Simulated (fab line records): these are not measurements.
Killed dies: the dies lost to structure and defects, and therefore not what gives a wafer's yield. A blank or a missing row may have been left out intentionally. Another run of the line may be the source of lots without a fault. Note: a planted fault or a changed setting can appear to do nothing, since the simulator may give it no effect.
Which of the tools did it? :: flow berkeley cmos170 :: 13 lots with 39 wafers sampled at 5 steps, on a route of 331 steps

== WHAT EACH GAUGE READ, for each wafer ==
UCB170_NWELL_THK_MEAS_05.
lot: L352
measured: day 2 09:43
on: film metro-02
NWELL_NITRIDE_THK (nm): 230.5 230.9 229.8

lot: L353
measured: day 2 15:10
on: film metro-01
NWELL_NITRIDE_THK (nm): 224.7 227.2 226.3

lot: L354
measured: day 2 20:04
on: film metro-03
NWELL_NITRIDE_THK (nm): 223.9 224.6 224.5

lot: L355
measured: day 2 20:03
on: film metro-01
NWELL_NITRIDE_THK (nm): 222.7 222.5 222.3

lot: L356
measured: day 3 05:44
on: film metro-03
NWELL_NITRIDE_THK (nm): 226.8 226.3 228.8

lot: L358
measured: day 3 13:02
on: film metro-01
NWELL_NITRIDE_THK (nm): 227.2 226.2 227.2

lot: L365
measured: day 5 01:23
on: film metro-02
NWELL_NITRIDE_THK (nm): 214.0 213.7 212.8

lot: L367
measured: day 5 14:38
on: film metro-01
NWELL_NITRIDE_THK (nm): 224.1 225.0 225.2

lot: L368
measured: day 5 20:40
on: film metro-01
NWELL_NITRIDE_THK (nm): 227.8 226.2 226.4

lot: L369
measured: day 6 00:31
on: film metro-03
NWELL_NITRIDE_THK (nm): 225.1 227.4 227.8

lot: L372
measured: day 6 15:45
on: film metro-03
NWELL_NITRIDE_THK (nm): 228.1 230.5 229.4

lot: L373
measured: day 6 15:49
on: film metro-03
NWELL_NITRIDE_THK (nm): 228.8 226.4 229.0

lot: L374
measured: day 6 15:52
on: film metro-01
NWELL_NITRIDE_THK (nm): 228.6 229.8 231.1

UCB170_NWELL_TW_MEAS_16.
lot: L352
measured: day 2 11:00
on: film metro-01
NWELL_TW: 1247 1241 1236

lot: L353
measured: day 2 16:27
on: film metro-03
NWELL_TW: 1263 1259 1262

lot: L354
measured: day 2 22:29
on: film metro-01
NWELL_TW: 1243 1240 1242

lot: L355
measured: day 2 21:46
on: film metro-03
NWELL_TW: 1263 1265 1266

lot: L356
measured: day 3 07:09
on: film metro-01
NWELL_TW: 1237 1229 1241

lot: L358
measured: day 3 15:28
on: film metro-01
NWELL_TW: 1234 1237 1241

lot: L365
measured: day 5 02:49
on: film metro-01
NWELL_TW: 1238 1229 1226

lot: L367
measured: day 5 15:56
on: film metro-01
NWELL_TW: 1233 1234 1223

lot: L368
measured: day 5 22:05
on: film metro-03
NWELL_TW: 1256 1257 1254

lot: L369
measured: day 6 02:16
on: film metro-02
NWELL_TW: 1247 1247 1248

lot: L372
measured: day 6 17:10
on: film metro-02
NWELL_TW: 1240 1250 1247

lot: L373
measured: day 6 17:17
on: film metro-01
NWELL_TW: 1231 1236 1232

lot: L374
measured: day 6 17:50
on: film metro-01
NWELL_TW: 1241 1230 1231

UCB170_PWELL_THK_MEAS_06.
lot: L352
measured: day 2 23:35
on: film metro-03
PWELL_NITRIDE_THK (nm): 218.8 221.5 219.3

lot: L353
measured: day 3 07:39
on: film metro-03
PWELL_NITRIDE_THK (nm): 222.0 221.8 220.2

lot: L354
measured: day 3 16:21
on: film metro-03
PWELL_NITRIDE_THK (nm): 219.9 220.7 220.3

lot: L355
measured: day 3 16:21
on: film metro-01
PWELL_NITRIDE_THK (nm): 215.4 216.9 217.3

lot: L356
measured: day 3 23:10
on: film metro-01
PWELL_NITRIDE_THK (nm): 217.0 219.3 219.0

lot: L358
measured: day 4 04:58
on: film metro-04
PWELL_NITRIDE_THK (nm): 223.1 221.2 222.4

lot: L365
measured: day 5 17:26
on: film metro-04
PWELL_NITRIDE_THK (nm): 220.8 221.3 220.2

lot: L367
measured: day 6 10:07
on: film metro-01
PWELL_NITRIDE_THK (nm): 220.6 219.1 219.5

lot: L368
measured: day 6 14:22
on: film metro-03
PWELL_NITRIDE_THK (nm): 222.0 222.0 222.1

lot: L369
measured: day 6 19:29
on: film metro-01
PWELL_NITRIDE_THK (nm): 217.6 219.8 223.0

lot: L372
measured: day 7 10:28
on: film metro-01
PWELL_NITRIDE_THK (nm): 222.1 222.1 219.6

lot: L373
measured: day 7 10:29
on: film metro-04
PWELL_NITRIDE_THK (nm): 219.9 219.6 218.9

lot: L374
measured: day 7 10:27
on: film metro-03
PWELL_NITRIDE_THK (nm): 220.4 221.2 219.3

UCB170_WELLDRIVE_THK_MEAS_02.
lot: L352
measured: day 3 13:11
on: film metro-01
WELLDRIVE_OXIDE_THK (nm): 204 203 201

lot: L353
measured: day 3 19:49
on: film metro-01
WELLDRIVE_OXIDE_THK (nm): 192 193 194

lot: L354
measured: day 4 05:31
on: film metro-04
WELLDRIVE_OXIDE_THK (nm): 207 209 209

lot: L355
measured: day 4 05:31
on: film metro-01
WELLDRIVE_OXIDE_THK (nm): 206 206 207

lot: L356
measured: day 4 11:10
on: film metro-02
WELLDRIVE_OXIDE_THK (nm): 199 199 198

lot: L358
measured: day 4 17:21
on: film metro-04
WELLDRIVE_OXIDE_THK (nm): 201 202 205

lot: L365
measured: day 6 06:13
on: film metro-04
WELLDRIVE_OXIDE_THK (nm): 204 202 202

lot: L367
measured: day 7 00:43
on: film metro-02
WELLDRIVE_OXIDE_THK (nm): 197 196 197

lot: L368
measured: day 7 04:26
on: film metro-02
WELLDRIVE_OXIDE_THK (nm): 200 201 199

lot: L369
measured: day 7 10:26
on: film metro-04
WELLDRIVE_OXIDE_THK (nm): 199 202 201

lot: L372
measured: day 8 00:13
on: film metro-04
WELLDRIVE_OXIDE_THK (nm): 200 201 204

lot: L373
measured: day 8 00:13
on: film metro-01
WELLDRIVE_OXIDE_THK (nm): 197 198 199

lot: L374
measured: day 8 00:13
on: film metro-02
WELLDRIVE_OXIDE_THK (nm): 204 200 202

== WHICH TOOL RAN EACH LOT (tool, then ch and the chambers of the sampled wafers, then the start) ==
lot: L352
UCB170_NWELL_CVD_04: lpcvd-02 ch 0, day 2 07:47

lot: L353
UCB170_NWELL_CVD_04: lpcvd-02 ch 0, day 2 13:14

lot: L354
UCB170_NWELL_CVD_04: lpcvd-02 ch 1, day 2 18:07

lot: L355
UCB170_NWELL_CVD_04: lpcvd-02 ch 1, day 2 18:07

lot: L356
UCB170_NWELL_CVD_04: lpcvd-01 ch 0, day 3 03:48

lot: L358
UCB170_NWELL_CVD_04: lpcvd-02 ch 1, day 3 11:05

lot: L365
UCB170_NWELL_CVD_04: lpcvd-01 ch 1, day 4 23:27

lot: L367
UCB170_NWELL_CVD_04: lpcvd-01 ch 0, day 5 11:39

lot: L368
UCB170_NWELL_CVD_04: lpcvd-02 ch 1, day 5 17:44

lot: L369
UCB170_NWELL_CVD_04: lpcvd-02 ch 0, day 5 22:34

lot: L372
UCB170_NWELL_CVD_04: lpcvd-02 ch 1, day 6 13:49

lot: L373
UCB170_NWELL_CVD_04: lpcvd-02 ch 0, day 6 13:49

lot: L374
UCB170_NWELL_CVD_04: lpcvd-02 ch 1, day 6 13:49
- UCB170_NWELL_CVD_04: deposits Si3N4 from SiH2Cl2/NH3, target thk 224 nm, time 3360 s.

== AS READ BY THE TOOLS THEMSELVES (means over the sampled wafers that have a number; for cases with no such wafer, the mark the record gives instead) ==
UCB170_NWELL_CVD_04.
lot: L352
tool: lpcvd-02
pressure mtorr (mTorr): 200.1

lot: L353
tool: lpcvd-02
pressure mtorr (mTorr): 200.0

lot: L354
tool: lpcvd-02
pressure mtorr (mTorr): 199.8

lot: L355
tool: lpcvd-02
pressure mtorr (mTorr): 200.6

lot: L356
tool: lpcvd-01
pressure mtorr (mTorr): 200.4

lot: L358
tool: lpcvd-02
pressure mtorr (mTorr): 199.9

lot: L365
tool: lpcvd-01
pressure mtorr (mTorr): 160.5

lot: L367
tool: lpcvd-01
pressure mtorr (mTorr): 199.7

lot: L368
tool: lpcvd-02
pressure mtorr (mTorr): 200.1

lot: L369
tool: lpcvd-02
pressure mtorr (mTorr): 200.0

lot: L372
tool: lpcvd-02
pressure mtorr (mTorr): 200.0

lot: L373
tool: lpcvd-02
pressure mtorr (mTorr): 199.6

lot: L374
tool: lpcvd-02
pressure mtorr (mTorr): 200.0

== THE ANSWER, worked out from the rows above alone ==
Rule: the lots themselves supply what counts as usual. Put in order of their means at a reading, lots are off if they are a third of the lots or fewer, leave a main group of 4 or more, and stand apart from it by a gap of 3 or more times the standard deviation of the main group's means; of several such gaps the widest counts. A main group whose means are all the same, to the digits that the tables above print for the reading, isn't used. Also off: a lot with no number at a reading for which 4 or more lots have one. All remaining lots with rows at the step are treated as sound. After the gauges, taken in route order, come the tools' own readings; for these a lot's mean is taken, as printed above. The first step at which some lot is off is used, and at that step the reading that is off furthest; a lot without a number counts as furthest.
Off: L365, at UCB170_NWELL_THK_MEAS_05 (NWELL_NITRIDE_THK). For the main group the mean is 226.9 nm and the standard deviation 2.2.
A tool fits if, at a process step before that reading, it ran every lot that is off, and no sound lot after the first of them. Not tried: the gauges at UCB170_NWELL_THK_MEAS_05; whatever is off there is also off at UCB170_NWELL_CVD_04, on other tools, and gauge error can't account for it. No candidate that was tried fits.

== WHAT THE SIMULATOR PUT IN ==
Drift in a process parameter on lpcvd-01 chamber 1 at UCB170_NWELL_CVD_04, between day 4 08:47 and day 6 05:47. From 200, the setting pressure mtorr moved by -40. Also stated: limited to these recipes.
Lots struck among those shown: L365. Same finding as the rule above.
